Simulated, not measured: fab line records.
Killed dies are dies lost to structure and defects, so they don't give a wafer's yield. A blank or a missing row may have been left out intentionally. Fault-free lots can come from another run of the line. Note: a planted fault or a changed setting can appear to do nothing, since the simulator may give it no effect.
fab line records + flow berkeley-cmos170
record:
- lots: 15
- wafers: 45
- last-day: 12
route steps=331 shown V1@270 M2@286 V2@296
lots that met no fault: from a run of the same line without faults
start-h: hours from the record's opening day to when the first of the lot's shown wafers began + wait-h: time in hours since the lot's previous step + " as in the row above + L1.1+2: one row covering several wafers at once + - no value, or no start was given + * or withheld: withheld + < > ~ a bound
route shown NAME@n: names a module that has steps shown in the file, with the first one's number in the route + usual: mean/standard deviation of fault-free wafers + same: alike in all rows + chamber/n: place in a boat + sites: per-site readings + _std_site: standard deviation of those values + _edge_site: inner sites' mean taken away from outer sites' mean + radius-mm: how far each site lies from the wafer's centre + mask NAME#n: copy n + behind: the tool/chamber that last shaped the wafer + hold: why the lot went on hold/how many hours it stayed there/how the hold came to an end + device: whichever transistor did not switch (one of n, p or np) + end of line: the route-end tests of the same wafers + for a step that has no rows: nothing shown but its recipe + killed: the dies lost at the first sort to structure and to defects; this is not the yield of the wafer + map: a wafer's dies, x killed, . not, _ none there
set.NAME: the setting as run; set.NAME@STEP: as run at that earlier step + model.NAME: the simulator's own value behind a step, which no gauge read
route steps across a sampled set of lots; one table per step, one row per wafer
services: the hour from which a tool's chamber was out of use, counted from the record's first day as start-h (under 0 if before that day), plus the number of hours and why
== steps ==
step: UCB170_V1_CD_MEAS_90
recipe:
- target-cd-nm: 700
usual:
- cd-nm: 700.0/1.7
| lot.wafer | tool      | chamber | start-h | wait-h | cd-nm |
|-----------|-----------|---------|---------|--------|-------|
| L550.1    | cd-sem-01 | -       | 162.03  | 0.1    | 702.9 |
| L550.3    | "         | -       | "       | "      | 701.9 |
| L550.6    | "         | -       | "       | "      | 701.7 |
| L551.4    | cd-sem-01 | -       | 162.21  | 0.1    | 701.6 |
| L551.5    | "         | -       | "       | "      | 701.7 |
| L551.6    | "         | -       | "       | "      | 700.2 |
| L555.2    | cd-sem-02 | -       | 171.01  | 0.1    | 699.2 |
| L555.3    | "         | -       | "       | "      | 698.2 |
| L555.5    | "         | -       | "       | "      | 699.8 |
| L561.1    | cd-sem-01 | -       | 205.54  | 0.1    | 702.3 |
| L561.5    | "         | -       | "       | "      | 701.6 |
| L561.6    | "         | -       | "       | "      | 704.0 |
| L560.2    | cd-sem-02 | -       | 209.00  | 0.1    | 700.0 |
| L560.4    | "         | -       | "       | "      | 701.5 |
| L560.6    | "         | -       | "       | "      | 700.3 |
| L562.4    | cd-sem-02 | -       | 222.74  | 0.1    | 700.7 |
| L562.5    | "         | -       | "       | "      | 700.1 |
| L562.6    | "         | -       | "       | "      | 699.1 |
| L564.3    | cd-sem-02 | -       | 228.99  | 0.1    | 697.6 |
| L564.4    | "         | -       | "       | "      | 696.2 |
| L564.6    | "         | -       | "       | "      | 696.7 |
| L565.1    | cd-sem-02 | -       | 234.24  | 0.1    | 699.5 |
| L565.5    | "         | -       | "       | "      | 699.4 |
| L565.6    | "         | -       | "       | "      | 701.1 |
| L566.2    | cd-sem-02 | -       | 234.50  | 0.1    | 697.9 |
| L566.3    | "         | -       | "       | "      | 697.6 |
| L566.6    | "         | -       | "       | "      | 698.0 |
| L567.2    | cd-sem-02 | -       | 239.26  | 0.1    | 699.5 |
| L567.3    | "         | -       | "       | "      | 699.2 |
| L567.6    | "         | -       | "       | "      | 699.1 |
| L569.4    | cd-sem-01 | -       | 239.57  | 0.1    | 700.9 |
| L569.5    | "         | -       | "       | "      | 700.9 |
| L569.6    | "         | -       | "       | "      | 700.3 |
| L568.1    | cd-sem-02 | -       | 239.79  | 0.1    | 699.7 |
| L568.5    | "         | -       | "       | "      | 699.4 |
| L568.6    | "         | -       | "       | "      | 699.1 |
| L570.2    | cd-sem-01 | -       | 260.07  | 0.1    | 701.2 |
| L570.3    | "         | -       | "       | "      | 702.5 |
| L570.6    | "         | -       | "       | "      | 700.9 |
| L572.1    | cd-sem-01 | -       | 267.71  | 0.1    | 700.3 |
| L572.4    | "         | -       | "       | "      | 701.6 |
| L572.5    | "         | -       | "       | "      | 700.8 |
| L571.3    | cd-sem-02 | -       | 268.30  | 0.1    | 699.6 |
| L571.5    | "         | -       | "       | "      | 698.9 |
| L571.6    | "         | -       | "       | "      | 699.0 |
step: UCB170_M2_CD_MEAS_15
recipe:
- target-cd-nm: 700
usual:
- cd-nm: 700.0/1.4
| lot.wafer | tool      | chamber | start-h | wait-h | cd-nm |
|-----------|-----------|---------|---------|--------|-------|
| L551.4    | cd-sem-01 | -       | 164.54  | -      | 701.3 |
| L551.5    | "         | -       | "       | "      | 700.9 |
| L551.6    | "         | -       | "       | "      | 702.5 |
| L550.1    | cd-sem-02 | -       | 164.67  | -      | 698.0 |
| L550.3    | "         | -       | "       | "      | 698.3 |
| L550.6    | "         | -       | "       | "      | 698.4 |
| L555.2    | cd-sem-02 | -       | 173.15  | -      | 699.0 |
| L555.3    | "         | -       | "       | "      | 700.0 |
| L555.5    | "         | -       | "       | "      | 699.8 |
| L561.1    | cd-sem-02 | -       | 208.27  | -      | 697.6 |
| L561.5    | "         | -       | "       | "      | 699.0 |
| L561.6    | "         | -       | "       | "      | 699.0 |
| L560.2    | cd-sem-01 | -       | 211.13  | -      | 701.0 |
| L560.4    | "         | -       | "       | "      | 701.3 |
| L560.6    | "         | -       | "       | "      | 701.4 |
| L562.4    | cd-sem-02 | -       | 224.99  | -      | 699.5 |
| L562.5    | "         | -       | "       | "      | 699.3 |
| L562.6    | "         | -       | "       | "      | 701.5 |
| L564.3    | cd-sem-01 | -       | 231.16  | -      | 701.4 |
| L564.4    | "         | -       | "       | "      | 701.9 |
| L564.6    | "         | -       | "       | "      | 701.5 |
| L565.1    | cd-sem-01 | -       | 237.39  | -      | 698.5 |
| L565.5    | "         | -       | "       | "      | 698.9 |
| L565.6    | "         | -       | "       | "      | 698.8 |
| L566.2    | cd-sem-01 | -       | 237.53  | -      | 699.2 |
| L566.3    | "         | -       | "       | "      | 699.6 |
| L566.6    | "         | -       | "       | "      | 700.9 |
| L567.2    | cd-sem-01 | -       | 241.60  | -      | 699.1 |
| L567.3    | "         | -       | "       | "      | 699.6 |
| L567.6    | "         | -       | "       | "      | 698.7 |
| L569.4    | cd-sem-02 | -       | 241.91  | -      | 699.0 |
| L569.5    | "         | -       | "       | "      | 699.4 |
| L569.6    | "         | -       | "       | "      | 699.2 |
| L568.1    | cd-sem-02 | -       | 242.13  | -      | 698.8 |
| L568.5    | "         | -       | "       | "      | 700.7 |
| L568.6    | "         | -       | "       | "      | 698.4 |
| L570.2    | cd-sem-02 | -       | 262.21  | -      | 702.1 |
| L570.3    | "         | -       | "       | "      | 701.9 |
| L570.6    | "         | -       | "       | "      | 700.4 |
| L572.1    | cd-sem-02 | -       | 270.06  | -      | 703.3 |
| L572.4    | "         | -       | "       | "      | 701.9 |
| L572.5    | "         | -       | "       | "      | 701.6 |
| L571.3    | cd-sem-02 | -       | 271.02  | -      | 698.3 |
| L571.5    | "         | -       | "       | "      | 697.8 |
| L571.6    | "         | -       | "       | "      | 697.8 |
step: UCB170_M2_STRIP_19
recipe:
- chemistry: O2
- power-w: 400
- pressure-mtorr: 3500
- platen-temp-c: withheld
- o2-flow-sccm: 400
- overash-fraction: 0.5
usual:
- chamber-pressure-mTorr: 3500.0/3
- drypump-motor-current-A: 5.6/0.33
- oes-product-au: 0.550/0.014
| lot.wafer | tool            | chamber | start-h | wait-h | chamber-pressure-mTorr | drypump-motor-current-A | oes-product-au | rf-hours-counter-h |
|-----------|-----------------|---------|---------|--------|------------------------|-------------------------|----------------|--------------------|
| L551.4    | plasma-asher-04 | 1       | 164.90  | 0.1    | 3499.1                 | 5.5                     | 0.563          | -                  |
| L551.5    | "               | 0       | "       | "      | 3504.6                 | 6.2                     | 0.548          | -                  |
| L551.6    | "               | 1       | "       | "      | 3496.9                 | 5.5                     | 0.547          | -                  |
| L550.1    | plasma-asher-02 | 1       | 165.05  | 0.1    | 3499.5                 | 5.8                     | 0.535          | 49                 |
| L550.3    | "               | 0       | "       | "      | 3501.9                 | 5.4                     | 0.533          | -                  |
| L550.6    | "               | 0       | "       | "      | 3495.0                 | 5.4                     | 0.553          | -                  |
| L555.2    | plasma-asher-02 | 1       | 173.51  | 0.1    | 3503.1                 | 5.8                     | 0.552          | 50                 |
| L555.3    | "               | 0       | "       | "      | 3500.8                 | 5.4                     | 0.551          | -                  |
| L555.5    | "               | 1       | "       | "      | 3501.5                 | 5.8                     | 0.549          | -                  |
| L561.1    | plasma-asher-04 | 0       | 208.66  | 0.1    | -                      | -                       | -              | -                  |
| L561.5    | "               | 0       | "       | "      | -                      | -                       | -              | -                  |
| L561.6    | "               | 1       | "       | "      | -                      | -                       | -              | -                  |
| L560.2    | plasma-asher-02 | 1       | 211.68  | 0.2    | -                      | -                       | -              | -                  |
| L560.4    | "               | 1       | "       | "      | -                      | -                       | -              | -                  |
| L560.6    | "               | 1       | "       | "      | -                      | -                       | -              | -                  |
| L562.4    | plasma-asher-02 | 0       | 225.35  | 0.1    | -                      | -                       | -              | -                  |
| L562.5    | "               | 1       | "       | "      | -                      | -                       | -              | -                  |
| L562.6    | "               | 0       | "       | "      | -                      | -                       | -              | -                  |
| L564.3    | plasma-asher-02 | 0       | 231.54  | 0.1    | 3503.1                 | 5.4                     | 0.544          | -                  |
| L564.4    | "               | 1       | "       | "      | 3500.4                 | 5.8                     | 0.530          | -                  |
| L564.6    | "               | 0       | "       | "      | 3502.9                 | 5.4                     | 0.540          | -                  |
| L565.1    | plasma-asher-03 | 0       | 237.78  | 0.1    | 3499.2                 | 5.5                     | 0.570          | 14                 |
| L565.5    | "               | 1       | "       | "      | 3495.8                 | 5.1                     | 0.572          | -                  |
| L565.6    | "               | 0       | "       | "      | 3498.8                 | 5.5                     | 0.539          | -                  |
| L566.2    | plasma-asher-04 | 1       | 237.90  | 0.1    | 3498.0                 | 5.5                     | 0.535          | 52                 |
| L566.3    | "               | 1       | "       | "      | 3495.1                 | 5.5                     | 0.548          | -                  |
| L566.6    | "               | 1       | "       | "      | 3497.8                 | 5.5                     | 0.551          | -                  |
| L567.2    | plasma-asher-04 | 1       | 241.96  | 0.1    | 3502.8                 | 5.5                     | 0.540          | 53                 |
| L567.3    | "               | 1       | "       | "      | 3498.9                 | 5.5                     | 0.544          | -                  |
| L567.6    | "               | 0       | "       | "      | 3506.3                 | 6.2                     | 0.531          | -                  |
| L569.4    | plasma-asher-03 | 1       | 242.27  | 0.1    | 3496.6                 | 5.1                     | 0.567          | -                  |
| L569.5    | "               | 0       | "       | "      | 3499.1                 | 5.5                     | 0.548          | -                  |
| L569.6    | "               | 1       | "       | "      | 3500.9                 | 5.1                     | 0.567          | -                  |
| L568.1    | plasma-asher-02 | 0       | 242.51  | 0.1    | 3498.1                 | 5.4                     | 0.564          | 58                 |
| L568.5    | "               | 0       | "       | "      | 3498.9                 | 5.4                     | 0.540          | -                  |
| L568.6    | "               | 1       | "       | "      | 3505.1                 | 5.8                     | 0.552          | -                  |
| L570.2    | plasma-asher-04 | 0       | 262.57  | 0.1    | 3496.7                 | 6.2                     | 0.532          | 55                 |
| L570.3    | "               | 0       | "       | "      | 3502.7                 | 6.2                     | 0.530          | -                  |
| L570.6    | "               | 1       | "       | "      | 3499.8                 | 5.5                     | 0.532          | -                  |
| L572.1    | plasma-asher-02 | 1       | 270.45  | 0.1    | 3503.4                 | 5.8                     | 0.563          | 61                 |
| L572.4    | "               | 1       | "       | "      | 3503.0                 | 5.8                     | 0.576          | -                  |
| L572.5    | "               | 1       | "       | "      | 3498.0                 | 5.8                     | 0.552          | -                  |
| L571.3    | plasma-asher-04 | 0       | 271.40  | 0.1    | 3496.7                 | 6.2                     | 0.524          | -                  |
| L571.5    | "               | 0       | "       | "      | 3502.0                 | 6.2                     | 0.534          | -                  |
| L571.6    | "               | 1       | "       | "      | 3502.4                 | 5.5                     | 0.529          | -                  |
step: UCB170_V2_THK_MEAS_04
recipe:
- reads: SiO2_of_V2_CVD_00
usual:
- V2_POLISHED_THK: 1000.1/1.2
| lot.wafer | tool          | chamber | start-h | wait-h | V2_POLISHED_THK[nm] |
|-----------|---------------|---------|---------|--------|---------------------|
| L551.4    | film-metro-01 | -       | 165.75  | 0.1    | 998.4               |
| L551.5    | "             | -       | "       | "      | 998.9               |
| L551.6    | "             | -       | "       | "      | 1001.4              |
| L550.1    | film-metro-03 | -       | 165.91  | 0.1    | 997.7               |
| L550.3    | "             | -       | "       | "      | 1000.0              |
| L550.6    | "             | -       | "       | "      | 998.3               |
| L555.2    | film-metro-03 | -       | 174.38  | 0.1    | 1001.9              |
| L555.3    | "             | -       | "       | "      | 1001.7              |
| L555.5    | "             | -       | "       | "      | 1002.1              |
| L564.3    | film-metro-02 | -       | 232.38  | 0.1    | 1000.0              |
| L564.4    | "             | -       | "       | "      | 1000.0              |
| L564.6    | "             | -       | "       | "      | 998.7               |
| L565.1    | film-metro-02 | -       | 238.64  | 0.1    | 1001.1              |
| L565.5    | "             | -       | "       | "      | 1002.0              |
| L565.6    | "             | -       | "       | "      | 998.3               |
| L566.2    | film-metro-03 | -       | 238.77  | 0.1    | 1000.3              |
| L566.3    | "             | -       | "       | "      | 1000.4              |
| L566.6    | "             | -       | "       | "      | 999.5               |
| L567.2    | film-metro-03 | -       | 242.83  | 0.1    | 1000.6              |
| L567.3    | "             | -       | "       | "      | 999.6               |
| L567.6    | "             | -       | "       | "      | 1001.0              |
| L569.4    | film-metro-01 | -       | 243.12  | 0.1    | 1000.4              |
| L569.5    | "             | -       | "       | "      | 998.8               |
| L569.6    | "             | -       | "       | "      | 998.2               |
| L568.1    | film-metro-03 | -       | 243.37  | 0.1    | 1000.3              |
| L568.5    | "             | -       | "       | "      | 1000.1              |
| L568.6    | "             | -       | "       | "      | 998.9               |
| L570.2    | film-metro-01 | -       | 263.44  | 0.1    | 1001.5              |
| L570.3    | "             | -       | "       | "      | 999.8               |
| L570.6    | "             | -       | "       | "      | 999.2               |
| L572.1    | film-metro-02 | -       | 271.31  | 0.1    | 999.7               |
| L572.4    | "             | -       | "       | "      | 1001.5              |
| L572.5    | "             | -       | "       | "      | 1001.7              |
| L571.3    | film-metro-01 | -       | 272.24  | 0.1    | 999.3               |
| L571.5    | "             | -       | "       | "      | 998.7               |
| L571.6    | "             | -       | "       | "      | 999.0               |
== services ==
| tool            | chamber | start-h | hours | kind   |
|-----------------|---------|---------|-------|--------|
| plasma-asher-04 | -       | 172.07  | 9.8   | repair |
| plasma-asher-02 | -       | 195.37  | 3.9   | repair |
== key ==
first-sign:
- step: UCB170_M2_STRIP_19
- reading: tool-record
- direction: missing
effect none on later readings
met-at UCB170_M2_STRIP_19
struck-lots L560,L561,L562
later-rows-left-out L560.2,L560.4,L560.6,L561.1,L561.5,L561.6,L562.4,L562.5,L562.6
sort-left-out L560.2,L560.4,L560.6,L561.1,L561.5,L561.6,L562.4,L562.5,L562.6
not-acting-at UCB170_V1_CD_MEAS_90,UCB170_M2_CD_MEAS_15,UCB170_V2_THK_MEAS_04
onset-between 173.51 208.66
fault:
- kind: skipped-step-whole
- tool: plasma-asher-02,plasma-asher-04
- chamber: -
- onset-h: 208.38
- steps: UCB170_M2_STRIP_19
- scope: struck-lots-only
sort-left-out: the simulated sort isn't trusted on such a fault, so these wafers' sort isn't shown, and their yield isn't known
later-rows-left-out: the simulator's readings of these wafers behind a module that went badly wrong aren't trusted and aren't shown, but for the sort
